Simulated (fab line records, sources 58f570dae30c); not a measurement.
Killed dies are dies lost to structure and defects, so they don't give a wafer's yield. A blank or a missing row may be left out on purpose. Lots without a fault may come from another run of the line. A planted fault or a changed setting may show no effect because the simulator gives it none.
Which tool did it? | flow berkeley_cmos170 | 7 lots, 21 wafers sampled, at 2 steps of a route of 331

WHAT THE GAUGES READ, wafer by wafer
UCB170_PWELL_THK_MEAS_03.
lot  | measured    | on            | PWELL_OXIDE_THK (nm)
L851 | day 3 04:25 | film_metro-04 | 26.2 26.2 26.5
L853 | day 3 13:01 | film_metro-01 | 27.0 27.4 27.3
L855 | day 3 23:54 | film_metro-04 | 34.2 33.7 33.9
L865 | day 6 06:18 | film_metro-04 | 26.6 26.5 26.4
L869 | day 6 23:59 | film_metro-01 | 26.3 26.5 25.8
L871 | day 7 08:15 | film_metro-01 | 25.8 26.1 25.9
L873 | day 7 21:47 | film_metro-04 | 27.1 26.5 26.8

WHICH TOOL RAN EACH LOT (tool, then ch and the chambers of the sampled wafers, then the start)
lot  | UCB170_PWELL_OXIDATION_02
L851 | furnace-02 ch 0, day 3 03:04
L853 | furnace-04 ch 0, day 3 11:40
L855 | furnace-04 ch 0, day 3 22:33
L865 | furnace-02 ch 0, day 6 04:45
L869 | furnace-01 ch 0, day 6 22:37
L871 | furnace-02 ch 0, day 7 06:53
L873 | furnace-04 ch 0, day 7 20:25
- UCB170_PWELL_OXIDATION_02: target thk 26.4 nm, ox time 1260 s.

THE ANSWER, worked out from the rows above alone
Rule: what is usual is taken from the lots themselves. Put in order of their means at a reading, lots are off if they are a third of the lots or fewer, leave a main group of 4 or more, and stand apart from it by a gap of 3 or more times the standard deviation of the main group's means; of several such gaps the widest counts. A main group whose means are all the same, to the digits that the tables above print for the reading, isn't used. A lot without any number at a reading at which 4 lots or more have one is off too. The other lots that the step has rows for count as sound.
Off: L855, at UCB170_PWELL_THK_MEAS_03 (PWELL_OXIDE_THK). The main group: mean 26.5 nm, standard deviation 0.42.
A tool fits if, at a process step before that reading, it ran every lot that is off, and no sound lot after the first of them. The gauges at UCB170_PWELL_THK_MEAS_03 are tried like those tools. None of those tried fits.

WHAT THE SIMULATOR HAD PUT IN
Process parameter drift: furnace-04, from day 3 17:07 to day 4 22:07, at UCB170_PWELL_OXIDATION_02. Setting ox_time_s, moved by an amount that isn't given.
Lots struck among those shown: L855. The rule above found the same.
